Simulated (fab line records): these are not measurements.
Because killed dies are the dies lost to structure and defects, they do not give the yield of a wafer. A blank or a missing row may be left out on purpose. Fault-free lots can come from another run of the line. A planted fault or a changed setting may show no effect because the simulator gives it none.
Tool commonality check | flow ritCmos | 39 wafers sampled across 13 lots

REASON FOR OPENING
Of 13 lots, 2 have the reading NSD_TW flagged at RIT_NSD_TW_MEAS_10. Fault-free wafers read 3126, with a standard deviation of 24.
Rule: flag the lot when none of its wafers has a number, or when each of its wafers that has one lies beyond 4 standard deviations from that mean. The rest of the lots are taken to be sound.

lot  | measured    | on           | NSD_TW, wafer by wafer | flag
L907 | day 3 06:22 | filmMetro-01 | 3111 3096 3103         | 
L909 | day 3 15:08 | filmMetro-03 | 3167 3168 3176         | 
L908 | day 3 15:45 | filmMetro-02 | 3168 3177 3172         | 
L910 | day 4 03:07 | filmMetro-02 | 3143 3112 3120         | 
L911 | day 4 09:22 | filmMetro-02 | 3111 3128 3118         | 
L912 | day 4 12:16 | filmMetro-02 | 3128 3126 3120         | 
L913 | day 4 12:31 | filmMetro-01 | 3120 3121 3114         | 
L915 | day 5 06:56 | filmMetro-01 | 3089 3101 3107         | 
L917 | day 5 12:32 | filmMetro-03 | 3153 3129 3139         | 
L920 | day 6 08:32 | filmMetro-01 | 3317 3331 3324         | FLAGGED
L921 | day 6 14:58 | filmMetro-03 | 3373 3368 3354         | FLAGGED
L927 | day 7 16:35 | filmMetro-02 | 3133 3128 3143         | 
L929 | day 8 07:24 | filmMetro-01 | 3104 3115 3100         | 
On average the flagged lots' numbers are 3344, which is +218 against the usual, or +9 standard deviations.

TOOL THAT RAN EACH LOT
The record keeps 1 process step preceding the reading, out of 202 steps on the route. Every cell lists first the tool, next ch and the chambers used by the sampled wafers, and last the start.
lot  | flag    | RIT_NSD_IMPLANT_08
L907 |         | implanter-02 ch 0, day 3 06:04
L909 |         | implanter-04 ch 0, day 3 14:50
L908 |         | implanter-01 ch 0, day 3 15:25
L910 |         | implanter-04 ch 0, day 4 02:48
L911 |         | implanter-04 ch 0, day 4 09:04
L912 |         | implanter-02 ch 0, day 4 11:56
L913 |         | implanter-04 ch 0, day 4 12:13
L915 |         | implanter-01 ch 0, day 5 06:36
L917 |         | implanter-01 ch 0, day 5 12:14
L920 | FLAGGED | implanter-01 ch 0, day 6 08:13
L921 | FLAGGED | implanter-01 ch 0, day 6 14:41
L927 |         | implanter-02 ch 0, day 7 16:16
L929 |         | implanter-02 ch 0, day 8 07:05
These steps, and what they do:
- RIT_NSD_IMPLANT_08
- RIT_NSD_TW_MEAS_10

FLAGGED AGAINST TOTAL, ONE TOOL AT A TIME (gauges that did the reading follow at the end)
step               | tool         | lots run | flagged | share of the flagged lots | sound lots run after its first flagged lot
RIT_NSD_IMPLANT_08 | implanter-01 | 5        | 2       | all                       | 0
RIT_NSD_IMPLANT_08 | implanter-02 | 4        | 0       | none                      | -
RIT_NSD_IMPLANT_08 | implanter-04 | 4        | 0       | none                      | -
RIT_NSD_TW_MEAS_10 | filmMetro-01 | 5        | 1       | some                      | 1 (L929)
RIT_NSD_TW_MEAS_10 | filmMetro-02 | 5        | 0       | none                      | -
RIT_NSD_TW_MEAS_10 | filmMetro-03 | 3        | 1       | some                      | 0

WHAT IS ALLOWED BY THE TABLE
Rows of the table that ran each flagged lot: 1, that is implanter-01 at RIT_NSD_IMPLANT_08.
- implanter-01 at RIT_NSD_IMPLANT_08: 2 of its 5 lots flagged. Last sound lot L917 at day 5 12:14, first flagged lot L920 at day 6 08:13; a fault beginning in between fits. Its own readings (beamEnergyKeV) fall more than 4 standard deviations out on all wafers of the flagged lots.
What remains is a single tool, implanter-01 at RIT_NSD_IMPLANT_08.

WHAT THE SIMULATOR HAD PUT IN
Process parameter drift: implanter-01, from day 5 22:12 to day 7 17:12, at RIT_NSD_IMPLANT_08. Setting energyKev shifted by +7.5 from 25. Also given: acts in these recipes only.
Struck lots among those shown: L920, L921. This agrees with what the rule above found.
